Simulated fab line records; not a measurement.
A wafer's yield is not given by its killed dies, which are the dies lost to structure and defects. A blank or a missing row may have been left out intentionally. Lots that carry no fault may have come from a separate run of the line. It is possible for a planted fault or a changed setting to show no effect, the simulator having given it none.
Which of the tools did it? + flow ritCmos + Sampling: 14 lots, 42 wafers, 2 of 202 route steps

== WHAT EACH GAUGE READ, for each wafer ==
RIT_SDANNEAL_RS_MEAS_05: measurement is done with a four-point probe. Usual: NSD_RS typically reads 84.41 ohm/sq, with standard deviation 0.28.
| lot  | measured    | on           | NSD_RS (ohm/sq)   | flag |
|------|-------------|--------------|-------------------|------|
| L220 | day 3 08:30 | filmMetro-04 | 84.81 84.03 84.51 |      |
| L221 | day 3 15:47 | filmMetro-04 | 84.13 84.62 84.49 |      |
| L223 | day 4 03:31 | filmMetro-04 | 84.00 84.48 84.11 |      |
| L225 | day 4 13:22 | filmMetro-04 | 83.97 84.18 83.91 |      |
| L226 | day 4 18:23 | filmMetro-04 | 84.10 84.17 83.88 |      |
| L227 | day 4 20:44 | filmMetro-04 | 84.79 84.97 84.75 |      |
| L228 | day 5 00:34 | filmMetro-02 | 83.80 83.63 83.65 |      |
| L229 | day 5 09:00 | filmMetro-04 | 84.63 84.71 84.55 |      |
| L231 | day 5 17:22 | filmMetro-02 | 84.71 84.36 84.73 |      |
| L232 | day 5 22:52 | filmMetro-01 | 84.35 84.40 84.35 |      |
| L234 | day 6 05:38 | filmMetro-02 | 87.47 87.31 87.51 | OFF  |
| L235 | day 6 12:10 | filmMetro-04 | 84.18 84.56 84.65 |      |
| L237 | day 7 04:01 | filmMetro-01 | 84.74 84.65 84.70 |      |
| L238 | day 7 08:38 | filmMetro-02 | 87.35 87.35 87.33 | OFF  |

== EACH LOT AND THE TOOL THAT RAN IT (in order: tool; ch and the chambers of the sampled wafers; start) ==
| lot  | RIT_NSD_IMPLANT_08             |
|------|--------------------------------|
| L220 | implanter-02 ch 0, day 3 06:01 |
| L221 | implanter-03 ch 0, day 3 13:26 |
| L223 | implanter-03 ch 0, day 4 01:03 |
| L225 | implanter-03 ch 0, day 4 10:12 |
| L226 | implanter-03 ch 0, day 4 15:26 |
| L227 | implanter-02 ch 0, day 4 17:51 |
| L228 | implanter-03 ch 0, day 4 22:02 |
| L229 | implanter-04 ch 0, day 5 06:38 |
| L231 | implanter-04 ch 0, day 5 14:46 |
| L232 | implanter-04 ch 0, day 5 20:30 |
| L234 | implanter-04 ch 0, day 6 03:10 |
| L235 | implanter-03 ch 0, day 6 09:48 |
| L237 | implanter-03 ch 0, day 7 01:32 |
| L238 | implanter-04 ch 0, day 7 06:06 |
- RIT_NSD_IMPLANT_08

== WHAT THE TOOLS THEMSELVES READ (means of the sampled wafers that have a number; where no wafer has one, the mark that the record gives instead) ==
RIT_NSD_IMPLANT_08. Usual: doseIonsCm2 at 9.998e+14, with a standard deviation of 1e+12.
| lot  | tool         | doseIonsCm2 | flag |
|------|--------------|-------------|------|
| L220 | implanter-02 | 9.991e+14   |      |
| L221 | implanter-03 | 1.001e+15   |      |
| L223 | implanter-03 | 1.001e+15   |      |
| L225 | implanter-03 | 9.999e+14   |      |
| L226 | implanter-03 | 9.996e+14   |      |
| L227 | implanter-02 | 9.995e+14   |      |
| L228 | implanter-03 | 1.000e+15   |      |
| L229 | implanter-04 | 9.995e+14   |      |
| L231 | implanter-04 | 1.000e+15   |      |
| L232 | implanter-04 | 1.002e+15   |      |
| L234 | implanter-04 | 9.562e+14   | OFF  |
| L235 | implanter-03 | 9.995e+14   |      |
| L237 | implanter-03 | 9.986e+14   |      |
| L238 | implanter-04 | 9.565e+14   | OFF  |

== THE ANSWER, worked out from the rows above alone ==
Rule: lot off if the mean of its wafers having a number is beyond 3 standard deviations from the usual mean. Also off: a lot with no number at a reading for which 4 or more lots have one. The other lots that the step has rows for count as sound. Order of review: gauges by route order, followed by the tools' own readings, for which a lot's mean as printed above is used. The first step at which some lot is off is used, and at that step the reading that is off furthest; a lot without a number counts as furthest.
Off: L234, L238, seen at RIT_SDANNEAL_RS_MEAS_05 (NSD_RS).
If a tool, at a process step before that reading, ran all the lots that are off and no sound lot after the first of them, it fits. Not tried: the gauges at RIT_SDANNEAL_RS_MEAS_05; whatever is off there is also off at RIT_NSD_IMPLANT_08, on other tools, and gauge error can't account for it. One fits: RIT_NSD_IMPLANT_08 on implanter-04. Its last sound lot is L232 (day 5 20:30), its first lot that is off L234 (day 6 03:10): a fault that began between those two fits.
The tool's own readings at RIT_NSD_IMPLANT_08 bear it out: on the lots that are off they differ by more than 5 times the standard deviation of the sound lots' means. doseIonsCm2 reads 9.564e+14 there against 1.000e+15 on the sound lots.

== WHAT THE SIMULATOR HAD PUT IN ==
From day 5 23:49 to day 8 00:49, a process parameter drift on implanter-04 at RIT_NSD_IMPLANT_08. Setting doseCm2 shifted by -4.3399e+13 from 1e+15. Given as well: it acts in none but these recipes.
Struck lots among those shown: L234, L238. The rule above found the same.
